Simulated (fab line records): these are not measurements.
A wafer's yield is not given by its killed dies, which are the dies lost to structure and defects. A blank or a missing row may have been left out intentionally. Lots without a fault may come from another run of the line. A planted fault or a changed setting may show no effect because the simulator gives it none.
Tool commonality check ; flow berkeley-cmos170 ; Lots sampled 14, wafers sampled 42

REASON IT WAS OPENED
2 of 14 lots carry a flag on the reading SCREENOX_OXIDE_THK at UCB170_SCREENOX_THK_MEAS_02. Wafers without a fault read 15.35 nm, standard deviation 0.28.
Rule: flag the lot when none of its wafers has a number, or when each of its wafers that has one lies beyond 4 standard deviations from that mean. The other lots count as sound.

lot;measured;on;SCREENOX_OXIDE_THK (nm), wafer by wafer;flag
L156;day 6 01:13;film-metro-03;15.53 15.31 15.55;
L157;day 6 23:12;film-metro-01;15.49 15.68 15.89;
L161;day 7 07:20;film-metro-03;15.01 14.93 15.03;
L165;day 7 16:11;film-metro-01;15.13 15.32 14.99;
L164;day 7 16:11;film-metro-03;15.03 14.97 14.87;
L167;day 8 09:23;film-metro-01;15.29 15.40 15.31;
L169;day 8 09:23;film-metro-02;15.20 15.22 15.10;
L171;day 8 22:59;film-metro-01;23.26 23.13 23.29;FLAGGED
L170;day 8 23:00;film-metro-03;23.83 23.77 23.47;FLAGGED
L172;day 9 12:10;film-metro-03;15.35 15.13 15.37;
L175;day 9 12:11;film-metro-01;15.40 15.13 15.35;
L174;day 9 12:15;film-metro-03;15.64 15.64 15.47;
L177;day 10 02:44;film-metro-03;15.53 15.44 15.29;
L178;day 10 02:50;film-metro-03;15.59 15.43 15.36;
On average the flagged lots' numbers are 23.46 nm, which is +8.11 nm against the usual, or +29 standard deviations.

WHICH TOOL RAN EACH LOT
2 process steps preceding the reading are held in the record, out of 331 steps in the route. Every cell lists first the tool, next ch and the chambers used by the sampled wafers, and last the start.
lot;flag;UCB170_NWELL_ETCH_13;UCB170_SCREENOX_OXIDATION_01
L156;;rie-diel-02 ch 0,1,3, day 2 12:25;furnace-01 ch 0, day 5 23:33
L157;;rie-diel-02 ch 1,2,3, day 2 22:22;furnace-01 ch 0, day 6 21:28
L161;;rie-diel-04 ch 2,3, day 3 22:07;furnace-02 ch 0, day 7 05:39
L165;;rie-diel-01 ch 0,1,2, day 4 09:43;furnace-02 ch 0, day 7 14:31
L164;;rie-diel-04 ch 0,3, day 4 09:28;furnace-02 ch 0, day 7 14:31
L167;;rie-diel-01 ch 0,2,3, day 4 21:17;furnace-02 ch 0, day 8 07:42
L169;;rie-diel-04 ch 3, day 5 02:41;furnace-02 ch 0, day 8 07:42
L171;FLAGGED;rie-diel-02 ch 0,1,2, day 5 13:35;furnace-02 ch 0, day 8 21:19
L170;FLAGGED;rie-diel-01 ch 1,2, day 5 13:20;furnace-02 ch 0, day 8 21:19
L172;;rie-diel-02 ch 0,2,3, day 5 22:57;furnace-04 ch 0, day 9 10:30
L175;;rie-diel-01 ch 0,2, day 6 09:50;furnace-04 ch 0, day 9 10:30
L174;;rie-diel-02 ch 0,1,2, day 6 09:43;furnace-04 ch 0, day 9 10:30
L177;;rie-diel-02 ch 0,1,3, day 6 20:25;furnace-04 ch 0, day 10 01:03
L178;;rie-diel-01 ch 2,3, day 6 20:15;furnace-04 ch 0, day 10 01:03
What these steps do:
- UCB170_NWELL_ETCH_13: etches Si3N4 in CH3F/Ar/O2, stops on SiO2, target depth 246.4 nm, time 154 s.
- UCB170_SCREENOX_OXIDATION_01: target thk 14.4 nm, ox time 2400 s.
- UCB170_SCREENOX_THK_MEAS_02

FLAGGED OVER TOTAL, TOOL BY TOOL (the gauges that took the reading come last)
step;tool;lots run;flagged;share of the flagged lots;sound lots run after its first flagged lot
UCB170_NWELL_ETCH_13;rie-diel-01;5;1;some;2 (L175,L178)
UCB170_NWELL_ETCH_13;rie-diel-02;6;1;some;3 (L172,L174,L177)
UCB170_NWELL_ETCH_13;rie-diel-04;3;0;none;-
UCB170_SCREENOX_OXIDATION_01;furnace-01;2;0;none;-
UCB170_SCREENOX_OXIDATION_01;furnace-02;7;2;all;0
UCB170_SCREENOX_OXIDATION_01;furnace-04;5;0;none;-
UCB170_SCREENOX_THK_MEAS_02;film-metro-01;5;1;some;1 (L175)
UCB170_SCREENOX_THK_MEAS_02;film-metro-02;1;0;none;-
UCB170_SCREENOX_THK_MEAS_02;film-metro-03;8;1;some;4 (L172,L174,L177,L178)

WHAT THE TABLE ALLOWS
All flagged lots share 1 row of the table, namely furnace-02 at UCB170_SCREENOX_OXIDATION_01.
- furnace-02 at UCB170_SCREENOX_OXIDATION_01 ran 7 lots, 2 of them flagged. Its last sound lot is L167 (day 8 07:42), its first flagged lot L170 (day 8 21:19): a fault that began between those two fits.
furnace-02 at UCB170_SCREENOX_OXIDATION_01 is the single tool remaining.

WHAT THE SIMULATOR HAD PUT IN
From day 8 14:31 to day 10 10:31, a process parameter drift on furnace-02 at UCB170_SCREENOX_OXIDATION_01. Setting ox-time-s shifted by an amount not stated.
Shown lots that were struck: L171, L170. The rule above reached the same finding.
